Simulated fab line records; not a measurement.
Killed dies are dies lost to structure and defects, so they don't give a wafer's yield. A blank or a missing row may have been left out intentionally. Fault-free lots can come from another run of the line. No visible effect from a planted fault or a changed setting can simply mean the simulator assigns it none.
Which tool did it? / flow rit cmos / 9 lots with 27 wafers sampled at 2 steps, on a route of 202 steps

== WHAT EACH GAUGE READ, for each wafer ==
RIT_GATE_THK_MEAS_09.
lot=L538; measured=day 2 11:55; on=film metro-03; GATE_POLY_THK (nm)=248.6 248.0 246.3
lot=L539; measured=day 2 16:03; on=film metro-03; GATE_POLY_THK (nm)=248.9 251.1 250.7
lot=L540; measured=day 2 20:41; on=film metro-03; GATE_POLY_THK (nm)=252.0 249.6 251.1
lot=L541; measured=day 3 02:17; on=film metro-03; GATE_POLY_THK (nm)=250.0 250.7 248.2
lot=L542; measured=day 3 08:05; on=film metro-02; GATE_POLY_THK (nm)=248.1 246.4 246.6
lot=L544; measured=day 3 18:29; on=film metro-01; GATE_POLY_THK (nm)=243.8 247.8 246.4
lot=L548; measured=day 4 13:37; on=film metro-03; GATE_POLY_THK (nm)=120.2 121.2 120.8
lot=L553; measured=day 5 13:54; on=film metro-01; GATE_POLY_THK (nm)=249.3 248.5 246.9
lot=L557; measured=day 6 10:19; on=film metro-02; GATE_POLY_THK (nm)=253.5 252.8 253.2

== EACH LOT AND THE TOOL THAT RAN IT (in order: tool; ch and the chambers of the sampled wafers; start) ==
lot=L538; RIT_GATE_CVD_08=lpcvd-01 ch 0, day 2 10:19
lot=L539; RIT_GATE_CVD_08=lpcvd-02 ch 1, day 2 14:25
lot=L540; RIT_GATE_CVD_08=lpcvd-01 ch 1, day 2 19:04
lot=L541; RIT_GATE_CVD_08=lpcvd-02 ch 0, day 3 00:41
lot=L542; RIT_GATE_CVD_08=lpcvd-02 ch 0, day 3 06:28
lot=L544; RIT_GATE_CVD_08=lpcvd-01 ch 1, day 3 16:51
lot=L548; RIT_GATE_CVD_08=lpcvd-02 ch 0, day 4 12:00
lot=L553; RIT_GATE_CVD_08=lpcvd-01 ch 0, day 5 12:16
lot=L557; RIT_GATE_CVD_08=lpcvd-01 ch 1, day 6 08:41
- RIT_GATE_CVD_08: deposits poly-Si from SiH4, target thk 250 nm, time 2220 s.

== THE ANSWER, worked out from the rows above alone ==
Rule: what is usual is taken from the lots themselves. Put in order of their means at a reading, lots are off if they are a third of the lots or fewer, leave a main group of 4 or more, and stand apart from it by a gap of 3 or more times the standard deviation of the main group's means; of several such gaps the widest counts. The tables above print the reading to a certain number of digits; a main group whose means all agree to those digits is not used. Also off: a lot with no number at a reading for which 4 or more lots have one. The other lots that the step has rows for count as sound.
Off: L548, at RIT_GATE_THK_MEAS_09 (GATE_POLY_THK). The main group has a mean of 249.1 nm with a standard deviation of 2.2.
If a tool, at a process step before that reading, ran all the lots that are off and no sound lot after the first of them, it fits. The gauges at RIT_GATE_THK_MEAS_09 are tried like those tools. This does not decide it: 2 tools fit, namely lpcvd-02 at RIT_GATE_CVD_08 and film metro-03 at RIT_GATE_THK_MEAS_09.

== WHAT WAS PUT IN BY THE SIMULATOR ==
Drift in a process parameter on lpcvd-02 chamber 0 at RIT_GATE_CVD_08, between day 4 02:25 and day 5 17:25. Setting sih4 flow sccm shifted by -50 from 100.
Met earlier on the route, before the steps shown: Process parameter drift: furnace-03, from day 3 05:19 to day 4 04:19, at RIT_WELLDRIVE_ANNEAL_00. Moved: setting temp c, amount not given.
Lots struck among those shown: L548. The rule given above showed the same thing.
